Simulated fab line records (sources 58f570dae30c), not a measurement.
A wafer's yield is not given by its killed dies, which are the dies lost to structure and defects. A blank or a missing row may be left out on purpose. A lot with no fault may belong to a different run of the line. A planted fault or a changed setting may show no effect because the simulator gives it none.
Matching of chambers | flow berkeley_cmos170 | UCB170_M2_ETCH_17 on rie_diel-03 has 4 sister chambers
The step etches BARC in N2/H2. 16 wafers are shown with their chamber, then 8 later ones without.

== EACH WAFER AND ITS CHAMBER ==
wafer  | chamber | throttle_valve_pct (%) | oes_product_au (a.u.)
L363.1 | 1       | 13.49                  | 0.973
L363.5 | 1       | 13.50                  | 0.976
L363.6 | 0       | 13.25                  | 1.004
L366.3 | 2       | 13.48                  | 1.027
L366.5 | 1       | 13.51                  | 0.986
L366.6 | 0       | 13.25                  | 1.009
L367.1 | 2       | 13.46                  | 1.018
L367.2 | 0       | 13.26                  | 1.003
L367.6 | 3       | 13.08                  | 0.972
L371.1 | 1       | 13.51                  | 0.988
L371.5 | 0       | 13.25                  | 0.996
L371.6 | 1       | 13.49                  | 0.984
L372.1 | 3       | 13.09                  | 0.992
L372.3 | 1       | 13.51                  | 0.994
L372.5 | 1       | 13.51                  | 1.001
L381.2 | 0       | 13.25                  | 1.001

SIGNATURES (averages over the wafers above)
reading            | chamber 0 | chamber 1 | chamber 2 | chamber 3 | scatter within a chamber
throttle_valve_pct | 13.2520   | 13.5029   | 13.4700   | 13.0850   | 0.00853
oes_product_au     | 1.00260   | 0.98600   | 1.02250   | 0.98200   | 0.00864
Rule: a wafer's distance from a chamber is the root of the sum, over the readings, of the square of ((its reading less the chamber's mean) divided by the reading's scatter). The wafer belongs to the nearest chamber; if the next one is less than 2 further off, it can't be placed. The scatter: take each reading less its chamber's mean, square it, sum over the shown wafers, divide by the number of wafers less the number of chambers, and take the root.

== WAFERS WITHOUT THEIR CHAMBER ==
wafer  | throttle_valve_pct (%) | oes_product_au (a.u.)
L381.3 | 13.50                  | 0.975
L381.5 | 13.08                  | 0.976
L384.1 | 13.08                  | 0.993
L384.2 | 13.26                  | 1.016
L384.4 | 13.51                  | 0.991
L382.3 | 13.48                  | 0.989
L382.5 | 13.08                  | 0.979
L382.6 | 13.25                  | 1.002

== EACH ONE'S CHAMBER ==
wafer  | from the rows above     | in truth
L381.3 | 1                       | 1
L381.5 | 3                       | 3
L384.1 | 3                       | 3
L384.2 | 0                       | 0
L384.4 | 1                       | 1
L382.3 | can't be placed: 1 or 2 | 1
L382.5 | 3                       | 3
L382.6 | 0                       | 0
7 of 8 placed correctly. Not placeable from these rows: 1 (in 1, the candidates include the true chamber). Placed wrongly: 0.
